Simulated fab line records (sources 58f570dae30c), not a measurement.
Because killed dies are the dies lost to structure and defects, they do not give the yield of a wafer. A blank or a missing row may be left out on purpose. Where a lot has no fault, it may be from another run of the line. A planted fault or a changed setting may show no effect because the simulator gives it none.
Problem report, 8D (eight disciplines) form, completed by code | flow berkeleyCmos170 | the parts of the form that need people (team, actions taken, sign-off) are left out

== 1. THE PROBLEM ==
Mean of developerTempC at UCB170_V1_DEVELOP_11: 18.95 C across 6 wafers in 2 lots; on wafers with no fault it is 21.00 C (standard deviation 0.11). That puts it -19 standard deviations away from the usual mean.
The step: develop time 45 s.
Earliest sighting: wafer L334.2 on lithoTrack-02 at day 12 13:00. The record holds 42 wafers of 14 lots with a number at this step. By rule, "out" or "out of limits" means more than 4 standard deviations away from the usual mean. All remaining wafers that have a number are taken as sound.

== 2. WHAT THIS IS AND IS NOT ==
question                    | is                     | is not
which readings at this step | developerTempC         | -
which lots                  | L334, L339             | L318, L319, L320, L322, L323, L324, L325, L326, L327, L328, L330, L337
which wafers of those lots  | all that have a number | -
read on which tools         | lithoTrack-02          | lithoTrack-01, lithoTrack-04
when                        | from day 12 13:00      | up to then (36 sound wafers)

== 3. SUSPECTS, AND WHAT RULES EACH OUT ==
Counting: any tool at a process step up to the reading is kept as a suspect provided that every lot that is out went through it and no sound lot did after the first of them.
- lithoTrack-02 at UCB170_V1_DEVELOP_11 (develop time 45 s): kept. It processed each lot that is out, first L334 at day 12 13:00, and no sound lot thereafter; up to then, the last sound lot it processed was L323 at day 9 21:00. On those wafers its own readings are out: developerTempC.
After counting, what remains is lithoTrack-02 at UCB170_V1_DEVELOP_11.

== 4. THE CAUSE (what the simulator had put in) ==
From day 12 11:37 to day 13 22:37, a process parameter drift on lithoTrack-02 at UCB170_V1_DEVELOP_11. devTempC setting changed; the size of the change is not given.
This tool alone remained once counting was done.

== 5. SEQUENCE OF EFFECTS, ordered by route ==
One row per reading whose mean, taken over the struck wafers that have a number, lies over 3 standard deviations from the usual. Readings are gone through only where the record gives a usual standard deviation; hours: the median, over the lots, of the time from a lot's start at the first step in this table giving one to that lot's start at this step; sigmas: the change measured in usual standard deviations.
hours | step                 | reading        | usual   | on struck wafers | change | sigmas
0     | UCB170_V1_DEVELOP_11 | developerTempC | 21.00 C | 18.95            | -2.05  | -19
The process steps in it:
- UCB170_V1_DEVELOP_11: develop time 45 s.

== 6. WHAT WOULD HAVE CAUGHT IT SOONER ==
In this record the first reading out of limits was taken at day 12 13:00, 1 hour after the fault began at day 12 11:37.
